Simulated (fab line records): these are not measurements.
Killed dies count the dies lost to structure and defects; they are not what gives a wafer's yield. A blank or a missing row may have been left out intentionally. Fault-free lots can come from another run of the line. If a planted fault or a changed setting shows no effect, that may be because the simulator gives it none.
Which of the tools did it? ; flow rit-cmos ; 21 wafers from 7 lots sampled at 4 of the route's 202 steps

## WHAT THE GAUGES READ, wafer by wafer
RIT_M1_CD_MEAS_09: the cd target is 2600 nm.
lot;measured;on;cd-nm (nm)
L675;day 3 18:18;cd-sem-01;2600.9 2601.5 2600.6
L678;day 4 06:57;cd-sem-02;2600.3 2601.3 2600.4
L680;day 4 22:07;cd-sem-02;2599.4 2600.2 2600.2
L682;day 5 03:40;cd-sem-01;2599.1 2600.0 2598.5
L690;day 7 07:58;cd-sem-01;2534.2 2532.1 2530.8
L692;day 7 21:24;cd-sem-01;2529.2 2530.1 2529.1
L696;day 9 05:59;cd-sem-01;2600.1 2598.4 2598.6

## WHICH TOOL RAN EACH LOT (tool, then ch and the chambers of the sampled wafers, then the start)
lot;RIT_CONTACT_CVD_00;RIT_CONTACT_ETCH_11;RIT_M1_COAT_04
L675;pecvd-04 ch 0,1,2, day 3 14:22;rie-diel-03 ch 1,2,3, day 3 15:53;litho-track-03 ch 0, day 3 17:24
L678;pecvd-04 ch 0,2, day 4 03:11;rie-diel-02 ch 1,2, day 4 04:43;litho-track-03 ch 0, day 4 06:14
L680;pecvd-01 ch 0,1,2, day 4 18:09;rie-diel-03 ch 0,1,2, day 4 19:40;litho-track-04 ch 0, day 4 21:10
L682;pecvd-03 ch 0,1,2, day 4 23:52;rie-diel-03 ch 2,3, day 5 01:18;litho-track-02 ch 0, day 5 02:49
L690;pecvd-04 ch 0,1, day 7 04:06;rie-diel-03 ch 2,3, day 7 05:37;litho-track-03 ch 0, day 7 07:07
L692;pecvd-03 ch 0,1,2, day 7 17:38;rie-diel-01 ch 0,1,3, day 7 19:01;litho-track-03 ch 0, day 7 20:40
L696;pecvd-04 ch 0,1, day 9 01:41;rie-diel-01 ch 0,1,3, day 9 03:38;litho-track-04 ch 0, day 9 05:08
- RIT_CONTACT_CVD_00: deposits SiO2 from TEOS, target thk 400 nm, time 61 s.
- RIT_CONTACT_ETCH_11: etches SiO2 in CHF3/CF4/Ar, stops on TiSi2, target depth 480 nm, time 320 s.
- RIT_M1_COAT_04: resist thk 1300 nm.

## THE ANSWER, worked out from the rows above alone
Rule: what is usual is taken from the lots themselves. Put in order of their means at a reading, lots are off if they are a third of the lots or fewer, leave a main group of 4 or more, and stand apart from it by a gap of 3 or more times the standard deviation of the main group's means; of several such gaps the widest counts. A main group whose means are all the same, to the digits that the tables above print for the reading, isn't used. Also off: a lot with no number at a reading for which 4 or more lots have one. Where the step has rows for the other lots, those lots are counted as sound.
Off: L690, L692, at RIT_M1_CD_MEAS_09 (cd-nm). Main group: mean 2600.0 nm, sd 0.78.
A tool fits if, at a process step before that reading, it ran every lot that is off, and no sound lot after the first of them. Those tools and the gauges at RIT_M1_CD_MEAS_09 are tried in the same way. One fits: RIT_M1_COAT_04 on litho-track-03. Its last sound lot is L678 (day 4 06:14), its first lot that is off L690 (day 7 07:07): a fault that began between those two fits.

## WHAT THE SIMULATOR PUT IN
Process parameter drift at RIT_M1_COAT_04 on litho-track-03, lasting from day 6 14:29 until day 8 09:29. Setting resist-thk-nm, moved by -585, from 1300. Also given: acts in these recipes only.
Struck lots among those shown: L690, L692. Same finding as the rule above.
